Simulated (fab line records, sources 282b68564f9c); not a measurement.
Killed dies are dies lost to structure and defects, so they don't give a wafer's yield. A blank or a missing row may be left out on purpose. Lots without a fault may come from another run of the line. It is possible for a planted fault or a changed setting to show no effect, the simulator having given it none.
Split-lot trial | flow ritCmos | 23 wafers read from 5 lots, route of 202 steps

== SPLIT DETAILS ==
At RIT_NRETRO_COAT_01 (resist thk 1300 nm), the setting spinRpm was moved away from the recipe's 2000 rpm on 8 of the 23 wafers read, by -5.5% to +2.8%. This setting was run at the recipe's value on the other wafers.

== FROM THE SPLIT TO THE READING: what the file shows between them, 3 steps ==
- RIT_NRETRO_SOFTBAKE_02: time 60 s
- RIT_NRETRO_EXPOSE_03: exposes mask M4, target cd 43900 nm
- RIT_NRETRO_DEVELOP_05: develop time 68 s

== THE READING ==
NOVOLAK_of_NRETRO_COAT_01.thkNm (the simulator's own value, which no gauge read), in nm, at RIT_NRETRO_HARDBAKE_07 (time 120 s). There is no usual value for it anywhere in the file. Average 1138 nm, standard deviation 2.2 nm, over the 15 wafers here run with the recipe.

wafer  | tool, chamber at the split | spinRpm as run, rpm | against the recipe | NOVOLAK_of_NRETRO_COAT_01.thkNm, nm | against lot-mates on the recipe
L077.1 | lithoTrack-01, 0           | 2000                | recipe             | 1138                                | -
L077.3 | lithoTrack-01, 0           | 2000                | recipe             | 1138                                | -
L077.4 | lithoTrack-01, 0           | 2000                | recipe             | 1135                                | -
L078.1 | lithoTrack-01, 0           | 2000                | recipe             | 1139                                | -
L078.2 | lithoTrack-01, 0           | 1926                | -3.7%              | 1159                                | +22
L078.4 | lithoTrack-01, 0           | 1926                | -3.7%              | 1160                                | +23
L078.5 | lithoTrack-01, 0           | 2000                | recipe             | 1136                                | -
L078.6 | lithoTrack-01, 0           | 2000                | recipe             | 1137                                | -
L079.1 | lithoTrack-02, 0           | 2000                | recipe             | 1138                                | -
L079.6 | lithoTrack-02, 0           | 2000                | recipe             | 1138                                | -
L079.2 | lithoTrack-02, 0           | 2057                | +2.8%              | 1122                                | -16
L079.3 | lithoTrack-02, 0           | 2057                | +2.8%              | 1122                                | -16
L079.4 | lithoTrack-02, 0           | 2000                | recipe             | 1139                                | -
L083.2 | lithoTrack-04, 0           | 1890                | -5.5%              | 1170                                | +29
L083.3 | lithoTrack-04, 0           | 2000                | recipe             | 1139                                | -
L083.4 | lithoTrack-04, 0           | 2000                | recipe             | 1140                                | -
L083.5 | lithoTrack-04, 0           | 1890                | -5.5%              | 1171                                | +30
L083.6 | lithoTrack-04, 0           | 2000                | recipe             | 1143                                | -
L084.1 | lithoTrack-02, 0           | 1890                | -5.5%              | 1167                                | +32
L084.2 | lithoTrack-02, 0           | 1890                | -5.5%              | 1163                                | +28
L084.3 | lithoTrack-02, 0           | 2000                | recipe             | 1135                                | -
L084.5 | lithoTrack-02, 0           | 2000                | recipe             | 1134                                | -
L084.6 | lithoTrack-02, 0           | 2000                | recipe             | 1137                                | -

FIT RESULTS
A straight line over all 23 wafers: NOVOLAK_of_NRETRO_COAT_01.thkNm changes by -5.53 nm for each +1% of spinRpm; r = -0.99; the points scatter about the line by 2.3 nm.
The same after taking each lot's own level away (the mean of its wafers on the recipe; 23 wafers): -5.54 nm for each +1%; r = -1.00; scatter 1.4 nm.
According to that fit, moving spinRpm by its largest amount changes the reading by 30 nm.
The span of the lots' own levels, 1135.3 to 1140.7 nm, comes to 2.5 times the standard deviation stated above.
So the lot-to-lot level changes the slope little: the two slopes agree.
Check: +30.7 nm against its lot-mates is what the line predicts for one of the wafers moved furthest among these (-5.5%) when that wafer is left out of the fit. Against them it came out at +29.3 nm.

== THESE WAFERS: OTHER SPLITS ==
Other splits were also applied to these wafers ahead of the reading. Each is held against what the fit with the lots' levels taken away leaves over:
other split on the same wafers  | wafers away from the commonest value | r with NOVOLAK_of_NRETRO_COAT_01.thkNm (lot level and that fit taken away)
RIT_ACTIVE_CVD_03 pressureMtorr | 15                                   | -0.06
RIT_ACTIVE_ETCH_13 timeS        | 9                                    | +0.18
RIT_FOX2_OXIDATION_00 tempC     | 15                                   | -0.09
RIT_PWELL_COAT_01 spinRpm       | 7                                    | +0.08
RIT_PWELL_IMPLANT_08 energyKev  | 7                                    | +0.02

== THE WHOLE CHAIN: every reading that the file lists as answering this split, in the file's order ==
step                   | what it does       | reading                                                                          | change (the file's fit)              | r (the file's)
RIT_NRETRO_COAT_01     | resist thk 1300 nm | NOVOLAK_of_NRETRO_COAT_01.thkNm (the simulator's own value, which no gauge read) | -6.44 nm for each +1% of the setting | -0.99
RIT_NRETRO_HARDBAKE_07 | time 120 s         | NOVOLAK_of_NRETRO_COAT_01.thkNm (the simulator's own value, which no gauge read) | -5.55 nm for each +1% of the setting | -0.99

== THE FILE'S OWN FIT ==
NOVOLAK_of_NRETRO_COAT_01.thkNm changes by -5.55 nm for each +1% of spinRpm, r = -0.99.
